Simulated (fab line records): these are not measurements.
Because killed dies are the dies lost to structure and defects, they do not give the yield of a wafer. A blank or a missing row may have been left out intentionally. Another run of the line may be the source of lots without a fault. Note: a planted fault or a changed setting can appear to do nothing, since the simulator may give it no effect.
What tool caused it? || flow ritCmos || Sampling: 12 lots, 36 wafers, 3 of 202 route steps

== WHAT EACH GAUGE READ, for each wafer ==
RIT_PSD_OVL_MEAS_06. Usual: PSD_OVL typically reads -0.6 nm, with standard deviation 1.2.
{"lot": "L473", "measured": "day 3 05:21", "on": "overlay-01", "PSD_OVL (nm)": "0.7 0.9 -1.1", "flag": ""}
{"lot": "L474", "measured": "day 3 10:16", "on": "overlay-02", "PSD_OVL (nm)": "-1.1 0.9 -0.7", "flag": ""}
{"lot": "L475", "measured": "day 3 12:19", "on": "overlay-01", "PSD_OVL (nm)": "-0.8 -1.2 -1.4", "flag": ""}
{"lot": "L476", "measured": "day 3 23:49", "on": "overlay-02", "PSD_OVL (nm)": "-2.4 -2.2 0.0", "flag": ""}
{"lot": "L477", "measured": "day 4 05:38", "on": "overlay-01", "PSD_OVL (nm)": "-2.9 -2.3 -1.9", "flag": ""}
{"lot": "L478", "measured": "day 4 13:19", "on": "overlay-01", "PSD_OVL (nm)": "0.0 -2.0 -2.4", "flag": ""}
{"lot": "L479", "measured": "day 4 13:04", "on": "overlay-02", "PSD_OVL (nm)": "2.2 -0.4 -1.7", "flag": ""}
{"lot": "L480", "measured": "day 4 20:49", "on": "overlay-01", "PSD_OVL (nm)": "0.7 -0.5 -0.4", "flag": ""}
{"lot": "L482", "measured": "day 5 06:55", "on": "overlay-02", "PSD_OVL (nm)": "-1.9 -2.3 -1.2", "flag": ""}
{"lot": "L489", "measured": "day 6 13:56", "on": "overlay-02", "PSD_OVL (nm)": "-1.9 -0.1 -1.7", "flag": ""}
{"lot": "L491", "measured": "day 6 23:36", "on": "overlay-01", "PSD_OVL (nm)": "0.6 0.3 0.7", "flag": ""}
{"lot": "L492", "measured": "day 7 05:51", "on": "overlay-02", "PSD_OVL (nm)": "-0.9 -0.8 -0.5", "flag": ""}

RIT_SDANNEAL_RS_MEAS_05: the measuring method here is four-point-probe. Usual: NSD_RS typically reads 84.57 ohm/sq, with standard deviation 0.29.
{"lot": "L473", "measured": "day 3 06:31", "on": "filmMetro-02", "NSD_RS (ohm/sq)": "84.42 84.25 84.28", "flag": ""}
{"lot": "L474", "measured": "day 3 11:25", "on": "filmMetro-02", "NSD_RS (ohm/sq)": "84.26 84.21 84.08", "flag": ""}
{"lot": "L475", "measured": "day 3 13:29", "on": "filmMetro-03", "NSD_RS (ohm/sq)": "84.65 84.31 84.43", "flag": ""}
{"lot": "L476", "measured": "day 4 00:58", "on": "filmMetro-02", "NSD_RS (ohm/sq)": "84.48 84.41 84.70", "flag": ""}
{"lot": "L477", "measured": "day 4 06:56", "on": "filmMetro-03", "NSD_RS (ohm/sq)": "84.52 84.56 84.80", "flag": ""}
{"lot": "L478", "measured": "day 4 14:26", "on": "filmMetro-02", "NSD_RS (ohm/sq)": "84.30 84.31 84.24", "flag": ""}
{"lot": "L479", "measured": "day 4 14:12", "on": "filmMetro-04", "NSD_RS (ohm/sq)": "84.54 84.51 84.27", "flag": ""}
{"lot": "L480", "measured": "day 4 21:56", "on": "filmMetro-02", "NSD_RS (ohm/sq)": "84.84 84.91 84.89", "flag": ""}
{"lot": "L482", "measured": "day 5 08:07", "on": "filmMetro-04", "NSD_RS (ohm/sq)": "84.87 84.80 84.60", "flag": ""}
{"lot": "L489", "measured": "day 6 15:04", "on": "filmMetro-03", "NSD_RS (ohm/sq)": "84.59 84.32 84.40", "flag": ""}
{"lot": "L491", "measured": "day 7 00:47", "on": "filmMetro-03", "NSD_RS (ohm/sq)": "84.40 84.33 84.41", "flag": ""}
{"lot": "L492", "measured": "day 7 07:01", "on": "filmMetro-02", "NSD_RS (ohm/sq)": "83.81 84.40 84.17", "flag": ""}

== EACH LOT AND THE TOOL THAT RAN IT (in order: tool; ch and the chambers of the sampled wafers; start) ==
{"lot": "L473", "RIT_ACTIVE_CVD_03": "lpcvd-01 ch 1, day 1 12:07"}
{"lot": "L474", "RIT_ACTIVE_CVD_03": "lpcvd-01 ch 0, day 1 19:02"}
{"lot": "L475", "RIT_ACTIVE_CVD_03": "lpcvd-01 ch 0, day 1 22:07"}
{"lot": "L476", "RIT_ACTIVE_CVD_03": "lpcvd-02 ch 1, day 2 03:07"}
{"lot": "L477", "RIT_ACTIVE_CVD_03": "lpcvd-01 ch 0, day 2 08:10"}
{"lot": "L478", "RIT_ACTIVE_CVD_03": "lpcvd-02 ch 0, day 2 16:32"}
{"lot": "L479", "RIT_ACTIVE_CVD_03": "lpcvd-02 ch 1, day 2 19:57"}
{"lot": "L480", "RIT_ACTIVE_CVD_03": "lpcvd-02 ch 1, day 2 23:07"}
{"lot": "L482", "RIT_ACTIVE_CVD_03": "lpcvd-02 ch 0, day 3 09:59"}
{"lot": "L489", "RIT_ACTIVE_CVD_03": "lpcvd-01 ch 0, day 4 20:07"}
{"lot": "L491", "RIT_ACTIVE_CVD_03": "lpcvd-01 ch 1, day 5 07:08"}
{"lot": "L492", "RIT_ACTIVE_CVD_03": "lpcvd-01 ch 0, day 5 11:07"}
- RIT_ACTIVE_CVD_03: deposits Si3N4 from SiH2Cl2/NH3, target thk 150 nm, time 1500 s.

== WHAT THE TOOLS THEMSELVES READ (means of the sampled wafers that have a number; where no wafer has one, the mark that the record gives instead) ==
RIT_ACTIVE_CVD_03. Usual: sih2cl2FlowSccm 60.03 sccm, standard deviation 0.21.
{"lot": "L473", "tool": "lpcvd-01", "sih2cl2FlowSccm (sccm)": 60.11, "flag": ""}
{"lot": "L474", "tool": "lpcvd-01", "sih2cl2FlowSccm (sccm)": 59.78, "flag": ""}
{"lot": "L475", "tool": "lpcvd-01", "sih2cl2FlowSccm (sccm)": 59.85, "flag": ""}
{"lot": "L476", "tool": "lpcvd-02", "sih2cl2FlowSccm (sccm)": 59.99, "flag": ""}
{"lot": "L477", "tool": "lpcvd-01", "sih2cl2FlowSccm (sccm)": 60.05, "flag": ""}
{"lot": "L478", "tool": "lpcvd-02", "sih2cl2FlowSccm (sccm)": 60.29, "flag": ""}
{"lot": "L479", "tool": "lpcvd-02", "sih2cl2FlowSccm (sccm)": 59.98, "flag": ""}
{"lot": "L480", "tool": "lpcvd-02", "sih2cl2FlowSccm (sccm)": 59.88, "flag": ""}
{"lot": "L482", "tool": "lpcvd-02", "sih2cl2FlowSccm (sccm)": 60.12, "flag": ""}
{"lot": "L489", "tool": "lpcvd-01", "sih2cl2FlowSccm (sccm)": 60.02, "flag": ""}
{"lot": "L491", "tool": "lpcvd-01", "sih2cl2FlowSccm (sccm)": 60.21, "flag": ""}
{"lot": "L492", "tool": "lpcvd-01", "sih2cl2FlowSccm (sccm)": 60.03, "flag": ""}

== THE ANSWER, worked out from the rows above alone ==
Rule: a lot is off if the mean of its wafers that have a number lies more than 3 standard deviations from the usual mean. Also off: a lot with no number at a reading for which 4 or more lots have one. Any other lot the step has rows for is counted as sound. First the gauges in route order, then the tools' own readings, where a lot's mean is used as printed above. The first step at which some lot is off is used, and at that step the reading that is off furthest; a lot without a number counts as furthest.
Nothing can be told from this: no lot is off at any reading shown.

== WHAT THE SIMULATOR HAD PUT IN ==
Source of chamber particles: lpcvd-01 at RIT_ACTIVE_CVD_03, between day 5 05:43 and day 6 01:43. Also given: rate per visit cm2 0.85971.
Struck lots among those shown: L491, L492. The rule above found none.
